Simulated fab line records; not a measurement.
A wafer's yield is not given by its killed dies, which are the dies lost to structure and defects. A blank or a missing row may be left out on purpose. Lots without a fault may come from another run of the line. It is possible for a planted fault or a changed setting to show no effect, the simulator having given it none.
fab line records | flow berkeleyCmos170
record lots=14 wafers=42 lastDay=12
route steps=331 shown WELLDRIVE@57 GATE@128 SDANNEAL@205 CONTACT@233
lots untouched by any fault: they come from a run of this same line in which no faults occurred
startH: start of the lot's first displayed wafer, in hours after the record's first day | waitH: hours since the lot's step before | " repeats the value in the row above | L1.1+2: several wafers, shown together as one row | - no value, or no start was given | * or withheld: withheld | < > ~ a bound
route shown NAME@n: names a module that has steps shown in the file, with the first one's number in the route | usual: average and standard deviation across the fault-free wafers | same: alike in all rows | chamber/n: place in a boat | sites: each site's reading | _std_site: the standard deviation of these | _edge_site: mean of outer sites minus mean of inner sites | radiusMm: how far each site lies from the wafer's centre | mask NAME#n: copy n | behind: the last tool/chamber to shape the wafer | hold: cause of the lot's hold/its duration in hours/its outcome | device: names the non-switching transistor (n, p or np) | end of line: tests of these same wafers at the route's end | for a step that has no rows: nothing shown but its recipe | killed: at the first sort, the dies lost to defects and structure; wafer yield is something else | map: the dies of a wafer, with x for killed, . for not killed, _ for no die there
set.NAME: the setting that was run; set.NAME@STEP: the one run at that earlier step | model.NAME: the simulator's own value behind a step, which no gauge read
steps of the route over a sample of lots; a table a step, a row a wafer
services: the hour from which a tool's chamber was out of use, counted from the record's first day as startH (under 0 if before that day), plus the number of hours and why
## steps
# step UCB170_WELLDRIVE_THK_MEAS_02
# recipe reads=SiO2_of_WELLDRIVE_OXIDATION_01
# usual WELLDRIVE_OXIDE_THK=199/3.8
# columns lot.wafer tool chamber startH waitH WELLDRIVE_OXIDE_THK[nm]
L775.1 filmMetro-04 - 62.04 0.0 200
L775.2 " - " " 200
L775.4 " - " " 200
L774.1 filmMetro-02 - 63.88 0.0 208
L774.2 " - " " 208
L774.5 " - " " 205
L778.1 filmMetro-04 - 76.93 0.0 203
L778.2 " - " " 206
L778.3 " - " " 202
L781.1 filmMetro-04 - 96.78 0.0 198
L781.3 " - " " 201
L781.6 " - " " 200
L784.3 filmMetro-01 - 106.01 0.0 193
L784.4 " - " " 195
L784.5 " - " " 195
L783.1 filmMetro-04 - 110.80 0.0 198
L783.3 " - " " 196
L783.5 " - " " 200
L786.1 filmMetro-01 - 119.21 0.0 200
L786.4 " - " " 201
L786.5 " - " " 203
L788.2 filmMetro-02 - 134.61 0.0 201
L788.5 " - " " 197
L788.6 " - " " 198
L787.3 filmMetro-04 - 134.62 0.0 199
L787.4 " - " " 200
L787.5 " - " " 200
L793.3 filmMetro-01 - 148.84 0.0 195
L793.4 " - " " 196
L793.5 " - " " 196
L794.2 filmMetro-02 - 155.05 0.0 192
L794.3 " - " " 195
L794.5 " - " " 190
L796.4 filmMetro-04 - 169.58 0.0 194
L796.5 " - " " 197
L796.6 " - " " 194
L795.1 filmMetro-02 - 173.84 0.0 201
L795.5 " - " " 196
L795.6 " - " " 200
L797.1 filmMetro-04 - 177.46 0.0 197
L797.4 " - " " 194
L797.5 " - " " 195
# step UCB170_GATE_THK_MEAS_02
# recipe reads=SiO2_of_GATE_OXIDATION_01
# usual GATE_OXIDE_THK=6.61/0.12
# columns lot.wafer tool chamber startH waitH GATE_OXIDE_THK[nm]
L775.1 filmMetro-04 - 109.54 0.0 6.39
L775.2 " - " " 6.55
L775.4 " - " " 6.65
L774.1 filmMetro-04 - 109.60 0.1 6.69
L774.2 " - " " 6.72
L774.5 " - " " 6.73
L778.1 filmMetro-02 - 128.87 0.0 6.47
L778.2 " - " " 6.43
L778.3 " - " " 6.48
L781.1 filmMetro-04 - 140.10 0.0 6.70
L781.3 " - " " 6.80
L781.6 " - " " 6.74
L784.3 filmMetro-02 - 158.61 0.0 6.54
L784.4 " - " " 6.49
L784.5 " - " " 6.68
L783.1 filmMetro-04 - 158.62 0.1 6.62
L783.3 " - " " 6.72
L783.5 " - " " 6.63
L786.1 filmMetro-02 - 163.98 0.0 6.55
L786.4 " - " " 6.74
L786.5 " - " " 6.55
L788.2 filmMetro-02 - 185.77 0.0 6.56
L788.5 " - " " 6.48
L788.6 " - " " 6.57
L787.3 filmMetro-04 - 185.78 0.0 6.51
L787.4 " - " " 6.57
L787.5 " - " " 6.43
L793.3 filmMetro-02 - 202.50 0.0 6.75
L793.4 " - " " 6.68
L793.5 " - " " 6.83
L794.2 filmMetro-02 - 206.74 0.0 6.46
L794.3 " - " " 6.50
L794.5 " - " " 6.62
L796.4 filmMetro-02 - 224.12 0.0 6.43
L796.5 " - " " 6.35
L796.6 " - " " 6.55
L795.1 filmMetro-02 - 224.15 0.1 6.64
L795.5 " - " " 6.65
L795.6 " - " " 6.67
L797.1 filmMetro-04 - 226.94 0.0 6.41
L797.4 " - " " 6.49
L797.5 " - " " 6.49
# step UCB170_SDANNEAL_RTA_01
# recipe tempC=1050 timeS=5 ambient=N2
# usual lampPowerPct=40.3/2.8 wafer_temp_C_max=1053.6/0.76
# columns lot.wafer tool chamber startH waitH lampPowerPct wafer_temp_C_max
L775.1 rtpAnneal-01 0 131.29 0.1 42.7 1053.4
L775.2 " 0 " " 42.6 1054.7
L775.4 " 0 " " 42.7 1051.9
L774.1 rtpAnneal-01 0 131.79 0.1 42.8 1053.4
L774.2 " 0 " " 42.7 1053.8
L774.5 " 0 " " 42.6 1053.0
L778.1 rtpAnneal-01 0 152.98 0.1 42.7 1054.7
L778.2 " 0 " " 42.6 1053.7
L778.3 " 0 " " 42.6 1053.0
L781.1 rtpAnneal-01 0 166.62 0.1 42.7 1052.8
L781.3 " 0 " " 42.7 1052.9
L781.6 " 0 " " 42.7 1055.0
L784.3 rtpAnneal-02 0 182.43 0.1 36.9 1053.3
L784.4 " 0 " " 36.9 1054.2
L784.5 " 0 " " 36.9 1054.4
L783.1 rtpAnneal-01 0 182.76 0.1 42.7 1053.8
L783.3 " 0 " " 42.7 1053.7
L783.5 " 0 " " 42.7 1055.6
L786.1 rtpAnneal-01 0 183.72 0.1 42.7 1054.5
L786.4 " 0 " " 42.6 1052.9
L786.5 " 0 " " 42.7 1052.7
L787.3 rtpAnneal-02 0 209.33 0.1 36.9 1052.9
L787.4 " 0 " " 36.9 1053.6
L787.5 " 0 " " 36.8 1052.7
L788.2 rtpAnneal-01 0 209.75 0.1 42.7 1053.6
L788.5 " 0 " " 42.8 1054.3
L788.6 " 0 " " 42.7 1054.6
L793.3 rtpAnneal-01 0 223.64 0.1 42.7 1055.1
L793.4 " 0 " " 42.7 1052.1
L793.5 " 0 " " 42.7 1053.4
L794.2 rtpAnneal-01 0 231.90 0.1 42.7 1054.0
L794.3 " 0 " " 42.7 1053.0
L794.5 " 0 " " 42.7 1053.1
L797.1 rtpAnneal-02 0 249.43 0.1 36.9 1052.9
L797.4 " 0 " " 36.8 1056.0
L797.5 " 0 " " 36.9 1053.5
L796.4 rtpAnneal-01 0 249.46 0.1 42.7 1053.0
L796.5 " 0 " " 42.6 1053.5
L796.6 " 0 " " 42.7 1053.6
L795.1 rtpAnneal-02 0 249.55 0.1 36.9 1052.5
L795.5 " 0 " " 36.9 1053.5
L795.6 " 0 " " 36.9 1053.9
# step UCB170_CONTACT_ETCH_17
# recipe chemistry=N2/H2 targetDepthA=withheld overetchA=withheld target=BARC timeS=withheld sourceW=500 biasW=100 pressureMtorr=30 n2FlowSccm=100 h2FlowSccm=200
# usual biasW=99.98/0.3 chamberPressureMTorr=30.001/0.029 drypumpMotorCurrentA=5.8/0.43 oesProductAu=1.007/0.015 throttleValvePct=13.36/0.16
# columns lot.wafer tool chamber startH waitH biasW chamberPressureMTorr drypumpMotorCurrentA oesProductAu throttleValvePct
L775.1 rieDiel-04 3 136.77 0.0 100.15 29.992 5.5 0.991 13.24
L775.2 " 0 " " 99.79 29.990 5.9 0.986 13.11
L775.4 " 1 " " 100.33 29.968 6.1 0.982 13.37
L774.1 rieDiel-01 1 137.01 0.0 99.73 29.955 5.1 1.008 13.43
L774.2 " 0 " " 100.27 30.015 6.0 1.046 13.34
L774.5 " 2 " " 99.27 30.013 6.4 1.006 13.63
L778.1 rieDiel-01 0 157.77 0.0 99.90 29.997 5.9 1.036 13.34
L778.2 " 2 " " 99.86 29.961 6.4 1.014 13.62
L778.3 " 1 " " 100.05 29.976 5.1 1.009 13.42
L781.1 rieDiel-04 0 171.48 0.0 100.21 29.974 5.8 0.985 13.09
L781.3 " 2 " " 100.14 30.005 5.3 1.011 13.51
L781.6 " 1 " " 99.86 30.032 6.1 1.000 13.38
L784.3 rieDiel-04 1 190.08 0.0 99.20 29.956 6.1 0.999 13.38
L784.4 " 3 " " 100.09 30.003 5.5 1.003 13.25
L784.5 " 1 " " 99.45 30.031 6.1 0.988 13.37
L783.1 rieDiel-02 0 190.29 0.0 99.55 30.008 6.1 1.018 13.19
L783.3 " 2 " " 99.89 29.962 5.9 1.003 13.65
L783.5 " 3 " " 100.00 30.015 6.2 1.018 13.39
L786.1 rieDiel-01 3 190.36 0.0 100.12 30.012 6.0 0.987 13.19
L786.4 " 2 " " 100.25 29.987 6.4 0.997 13.62
L786.5 " 0 " " 99.66 29.956 5.9 1.028 13.35
L787.3 rieDiel-02 2 214.87 0.0 - - - - -
L787.4 " 1 " " - - - - -
L787.5 " 0 " " - - - - -
L788.2 rieDiel-04 0 215.11 0.0 - - - - -
L788.5 " 1 " " - - - - -
L788.6 " 2 " " - - - - -
L793.3 rieDiel-02 1 229.18 0.0 99.40 30.046 5.2 0.996 13.29
L793.4 " 2 " " 100.30 30.045 5.9 1.001 13.65
L793.5 " 1 " " 99.80 30.056 5.1 1.007 13.28
L794.2 rieDiel-04 0 237.06 0.0 100.22 29.993 5.8 1.020 13.12
L794.3 " 2 " " 100.17 30.028 5.2 1.003 13.49
L794.5 " 3 " " 99.68 30.038 5.5 0.999 13.24
L796.4 rieDiel-02 3 254.38 0.0 100.20 30.010 6.2 1.001 13.41
L796.5 " 2 " " 99.64 30.000 5.9 0.998 13.65
L796.6 " 1 " " 100.00 30.025 5.1 1.019 13.28
L797.1 rieDiel-01 2 255.71 0.0 100.14 30.032 6.4 1.008 13.63
L797.4 " 3 " " 100.16 30.022 6.0 0.987 13.18
L797.5 " 2 " " 100.35 30.000 6.4 0.997 13.63
L795.1 rieDiel-02 2 256.73 0.0 99.08 30.006 5.9 0.999 13.66
L795.5 " 1 " " 99.92 29.954 5.2 1.018 13.29
L795.6 " 2 " " 99.77 29.979 5.9 0.998 13.65
# step UCB170_CONTACT_ETCH_18
# recipe chemistry=CHF3/CF4/Ar target=PSG stopOn=TiSi2 CHF3_flow_sccm=45 cf4FlowSccm=15 Ar_flow_sccm=150 pressureMtorr=200 rfW=700 targetDepthA=8400 overEtchFrac=0.2 timeS=195
# usual CHF3_flow_sccm=45.01/0.14 cf4FlowSccm=15.00/0.042 drypumpMotorCurrentA=5.8/0.43 oesProductAu=0.903/0.015 throttleValvePct=6.97/0.11
# columns lot.wafer tool chamber startH waitH CHF3_flow_sccm cf4FlowSccm drypumpMotorCurrentA oesProductAu rfHoursCounterH throttleValvePct
L775.1 rieDiel-04 3 - - 45.12 15.00 5.5 0.889 5 6.85
L775.2 " 0 " " 44.97 15.08 5.9 0.883 149 6.80
L775.4 " 1 " " 45.02 14.97 6.0 0.884 49 6.98
L774.1 rieDiel-01 1 - - 44.85 15.05 5.0 0.910 83 7.08
L774.2 " 0 " " 45.20 15.05 5.9 0.922 65 6.95
L774.5 " 2 " " 45.11 14.98 6.4 0.903 - 7.15
L778.1 rieDiel-01 0 - - 45.06 15.07 5.9 0.933 65 6.95
L778.2 " 2 " " 44.89 14.98 6.4 0.903 65 7.16
L778.3 " 1 " " 45.23 14.99 5.1 0.906 84 7.06
L781.1 rieDiel-04 0 - - 44.89 15.04 5.8 0.886 151 6.80
L781.3 " 2 " " 45.25 15.06 5.2 0.897 79 7.11
L781.6 " 1 " " 45.13 15.06 6.1 0.885 - 6.98
L784.3 rieDiel-04 1 - - 45.03 14.97 6.1 0.893 51 7.00
L784.4 " 3 " " 44.90 15.01 5.5 0.897 - 6.83
L784.5 " 1 " " 45.23 15.08 6.1 0.893 - 6.98
L783.1 rieDiel-02 0 - - 44.96 15.03 6.1 0.902 26 6.88
L783.3 " 2 " " 44.91 14.89 5.8 0.903 48 7.10
L783.5 " 3 " " 45.16 14.96 6.2 0.914 - 7.01
L786.1 rieDiel-01 3 - - 44.74 15.03 6.0 0.877 26 6.83
L786.4 " 2 " " 45.02 14.98 6.4 0.901 66 7.15
L786.5 " 0 " " 45.03 15.01 5.9 0.923 - 6.93
L787.3 rieDiel-02 2 - - 44.99 15.01 5.9 0.383 50 7.10
L787.4 " 1 " " 45.09 14.98 5.1 0.387 102 6.93
L787.5 " 0 " " 44.79 14.98 6.1 0.374 - 6.87
L788.2 rieDiel-04 0 - - 45.06 14.95 5.9 0.392 1 6.79
L788.5 " 1 " " 44.98 15.00 6.1 0.370 - 6.98
L788.6 " 2 " " 45.26 15.09 5.3 0.369 - 7.10
L793.3 rieDiel-02 1 - - 44.93 14.97 5.1 0.908 103 6.93
L793.4 " 2 " " 45.03 15.02 5.8 0.906 51 7.10
L793.5 " 1 " " 45.03 14.94 5.1 0.913 - 6.92
L794.2 rieDiel-04 0 - - 45.04 15.06 5.8 0.921 2 6.79
L794.3 " 2 " " 44.97 14.99 5.2 0.901 82 7.11
L794.5 " 3 " " 45.13 15.04 5.5 0.890 - 6.81
L796.4 rieDiel-02 3 - - 44.98 15.03 6.2 0.913 40 7.00
L796.5 " 2 " " 44.98 14.92 5.9 0.902 - 7.11
L796.6 " 1 " " 45.00 15.02 5.1 0.905 - 6.92
L797.1 rieDiel-01 2 - - 45.04 14.90 6.3 0.885 69 7.16
L797.4 " 3 " " 45.13 14.95 6.0 0.877 29 6.86
L797.5 " 2 " " 45.01 14.91 6.4 0.892 - 7.15
L795.1 rieDiel-02 2 - - 45.05 15.03 5.9 0.916 52 7.11
L795.5 " 1 " " 44.82 15.01 5.1 0.914 - 6.91
L795.6 " 2 " " 44.91 14.96 5.8 0.913 - 7.10
# step UCB170_CONTACT_CD_MEAS_90
# recipe targetCdNm=700
# usual cdNm=700.0/1.4
# columns lot.wafer tool chamber startH waitH cdNm
L775.1 cdSem-02 - 137.04 0.1 701.6
L775.2 " - " " 701.6
L775.4 " - " " 702.5
L774.1 cdSem-02 - 137.28 0.1 703.9
L774.2 " - " " 702.5
L774.5 " - " " 702.7
L778.1 cdSem-02 - 158.04 0.1 699.1
L778.2 " - " " 700.4
L778.3 " - " " 701.9
L781.1 cdSem-02 - 171.75 0.1 700.2
L781.3 " - " " 702.4
L781.6 " - " " 702.3
L784.3 cdSem-01 - 190.39 0.1 701.3
L784.4 " - " " 701.1
L784.5 " - " " 701.5
L783.1 cdSem-01 - 190.60 0.1 698.5
L783.3 " - " " 698.3
L783.5 " - " " 698.8
L786.1 cdSem-01 - 190.72 0.2 699.7
L786.4 " - " " 699.5
L786.5 " - " " 698.6
L787.3 cdSem-02 - 215.36 0.3 -
L787.4 " - " " -
L787.5 " - " " -
L788.2 cdSem-02 - 215.58 0.3 -
L788.5 " - " " -
L788.6 " - " " -
L793.3 cdSem-01 - 229.48 0.1 699.9
L793.4 " - " " 699.5
L793.5 " - " " 700.7
L794.2 cdSem-02 - 237.35 0.1 699.6
L794.3 " - " " 700.2
L794.5 " - " " 697.1
L796.4 cdSem-02 - 254.71 0.1 699.0
L796.5 " - " " 696.7
L796.6 " - " " 698.8
L797.1 cdSem-01 - 255.97 0.1 699.8
L797.4 " - " " 701.2
L797.5 " - " " 699.2
L795.1 cdSem-01 - 257.00 0.1 698.5
L795.5 " - " " 699.9
L795.6 " - " " 699.6
## services
# columns tool chamber startH hours kind
rieDiel-02 2 107.35 3.8 repair
rieDiel-02 0 116.62 10.8 repair
rieDiel-01 0 141.57 8.7 repair
rieDiel-02 0 163.29 4.0 repair
rieDiel-01 1 171.87 4.1 repair
rieDiel-04 0 183.58 - clean
rieDiel-04 0 183.58 15.1 scheduledDown
rieDiel-04 0 183.58 15.1 ventCycle
rieDiel-01 0 195.05 6.5 repair
rieDiel-02 3 197.94 9.5 repair
rtpAnneal-01 - 224.21 5.2 pm
## key
firstSign step=UCB170_CONTACT_ETCH_17 reading=toolRecord direction=missing
effect step=UCB170_CONTACT_ETCH_18 reading=oesProductAu direction=down sigmas=36 usual=0.903 struck=0.379
effect step=UCB170_CONTACT_CD_MEAS_90 reading=cdNm direction=missing
metAt UCB170_CONTACT_ETCH_17
struckLots L787,L788
laterRowsLeftOut L787.3,L787.4,L787.5,L788.2,L788.5,L788.6
sortLeftOut L787.3,L787.4,L787.5,L788.2,L788.5,L788.6
testerLeftOut L787,L788
notActingAt UCB170_WELLDRIVE_THK_MEAS_02,UCB170_GATE_THK_MEAS_02,UCB170_SDANNEAL_RTA_01
onsetBetween 190.29 214.87
fault kind=skippedStepWhole tool=rieDiel-02,rieDiel-04 chamber=- onsetH=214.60 steps=UCB170_CONTACT_ETCH_17 scope=struckLotsOnly
# testerLeftOut: of these lots the tester's yield and bins aren't shown, on N5 and GAA mostly nor the transistor test; their killed dies are dies lost to structure and defects alone, not to doping, threshold or leakage, so they don't give the yield
# sortLeftOut: the simulated sort isn't trusted on such a fault, so these wafers' sort isn't shown, and their yield isn't known
# laterRowsLeftOut: the simulator's readings of these wafers behind a module that went badly wrong aren't trusted and aren't shown, but for the sort
